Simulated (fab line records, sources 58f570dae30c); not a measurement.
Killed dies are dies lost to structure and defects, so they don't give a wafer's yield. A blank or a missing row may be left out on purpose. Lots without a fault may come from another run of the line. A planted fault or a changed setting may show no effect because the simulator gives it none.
Which tool did it? | flow berkeley_cmos170 | 14 lots, 42 wafers sampled, at 2 steps of a route of 331

WHAT THE GAUGES READ, wafer by wafer
UCB170_PWELL_TW_MEAS_17.
lot  | measured    | on            | PWELL_TW
L876 | day 2 20:40 | film_metro-01 | 375 376 376
L877 | day 3 06:31 | film_metro-03 | 381 382 379
L878 | day 3 07:02 | film_metro-01 | 374 372 375
L879 | day 3 10:07 | film_metro-03 | 381 381 382
L880 | day 3 17:30 | film_metro-03 | 379 379 381
L883 | day 4 06:48 | film_metro-01 | 374 377 377
L882 | day 4 07:01 | film_metro-04 | 382 382 380
L885 | day 4 15:43 | film_metro-04 | 383 381 381
L890 | day 5 17:21 | film_metro-03 | 407 403 403
L889 | day 5 17:27 | film_metro-04 | 380 382 383
L891 | day 6 01:20 | film_metro-03 | 403 405 403
L892 | day 6 15:51 | film_metro-03 | 379 382 383
L896 | day 7 08:26 | film_metro-01 | 375 377 376
L897 | day 7 15:01 | film_metro-04 | 380 379 380

WHICH TOOL RAN EACH LOT (tool, then ch and the chambers of the sampled wafers, then the start)
lot  | UCB170_PWELL_IMPLANT_15
L876 | implanter-03 ch 0, day 2 20:26
L877 | implanter-03 ch 0, day 3 06:17
L878 | implanter-02 ch 0, day 3 06:48
L879 | implanter-01 ch 0, day 3 09:52
L880 | implanter-01 ch 0, day 3 17:15
L883 | implanter-01 ch 0, day 4 06:33
L882 | implanter-03 ch 0, day 4 06:47
L885 | implanter-03 ch 0, day 4 15:28
L890 | implanter-03 ch 0, day 5 17:08
L889 | implanter-02 ch 0, day 5 17:11
L891 | implanter-03 ch 0, day 6 01:05
L892 | implanter-02 ch 0, day 6 15:37
L896 | implanter-01 ch 0, day 7 08:11
L897 | implanter-02 ch 0, day 7 14:46
- UCB170_PWELL_IMPLANT_15

WHAT THE TOOLS THEMSELVES READ (means of the sampled wafers that have a number; where no wafer has one, the mark that the record gives instead)
UCB170_PWELL_IMPLANT_15.
lot  | tool         | beam_on_s (s) | end_station_pressure_torr (Torr) | faraday_current_uA | tilt_deg (degrees)
L876 | implanter-03 | 10.16         | 5e-06                            | 15.6               | 6.992
L877 | implanter-03 | 9.99          | 5e-06                            | 15.9               | 6.992
L878 | implanter-02 | 10.23         | 5e-06                            | 15.5               | 6.978
L879 | implanter-01 | 9.91          | 5e-06                            | 16.0               | 6.983
L880 | implanter-01 | 9.88          | 5e-06                            | 16.0               | 7.004
L883 | implanter-01 | 10.06         | 5e-06                            | 15.8               | 7.023
L882 | implanter-03 | 10.22         | 5e-06                            | 15.5               | 7.020
L885 | implanter-03 | 9.94          | 5e-06                            | 16.0               | 6.997
L890 | implanter-03 | 11.93         | 1e-04                            | 13.5               | 6.973
L889 | implanter-02 | 9.78          | 5e-06                            | 16.2               | 6.984
L891 | implanter-03 | 11.99         | 9e-05                            | 13.4               | 7.020
L892 | implanter-02 | 9.86          | 5e-06                            | 16.1               | 6.998
L896 | implanter-01 | 9.91          | 5e-06                            | 16.1               | 6.994
L897 | implanter-02 | 10.01         | 5e-06                            | 15.8               | 7.001

THE ANSWER, worked out from the rows above alone
Rule: what is usual is taken from the lots themselves. Put in order of their means at a reading, lots are off if they are a third of the lots or fewer, leave a main group of 4 or more, and stand apart from it by a gap of 3 or more times the standard deviation of the main group's means; of several such gaps the widest counts. A main group whose means are all the same, to the digits that the tables above print for the reading, isn't used. A lot without any number at a reading at which 4 lots or more have one is off too. The other lots that the step has rows for count as sound. The gauges are gone through in route order, then the tools' own readings, and for those a lot's mean is taken as printed above. The first step at which some lot is off is used, and at that step the reading that is off furthest; a lot without a number counts as furthest.
Off: L890, L891, at UCB170_PWELL_TW_MEAS_17 (PWELL_TW). The main group: mean 379, standard deviation 2.8.
A tool fits if, at a process step before that reading, it ran every lot that is off, and no sound lot after the first of them. The gauges at UCB170_PWELL_TW_MEAS_17 aren't tried: what is off there is off at UCB170_PWELL_IMPLANT_15 too, on other tools, and a gauge's error can't cause that. One fits: implanter-03 at UCB170_PWELL_IMPLANT_15. Its last sound lot is L885 (day 4 15:28), its first lot that is off L890 (day 5 17:08): a fault that began between those two fits.
The tool's own readings at UCB170_PWELL_IMPLANT_15 bear it out: on the lots that are off they differ by more than 5 times the standard deviation of the sound lots' means. beam_on_s reads 11.96 s there against 10.00 s on the sound lots; end_station_pressure_torr reads 1e-04 Torr there against 5e-06 Torr on the sound lots; faraday_current_uA reads 13.4 there against 15.9 on the sound lots.

WHAT THE SIMULATOR HAD PUT IN
Process parameter drift: implanter-03, from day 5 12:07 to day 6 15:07, at UCB170_PWELL_IMPLANT_15. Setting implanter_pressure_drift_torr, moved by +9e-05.
Process parameter drift: implanter-03, from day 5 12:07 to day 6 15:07, at UCB170_PWELL_IMPLANT_15. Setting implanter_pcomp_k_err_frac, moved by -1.
Lots struck among those shown: L890, L891. The rule above found the same.
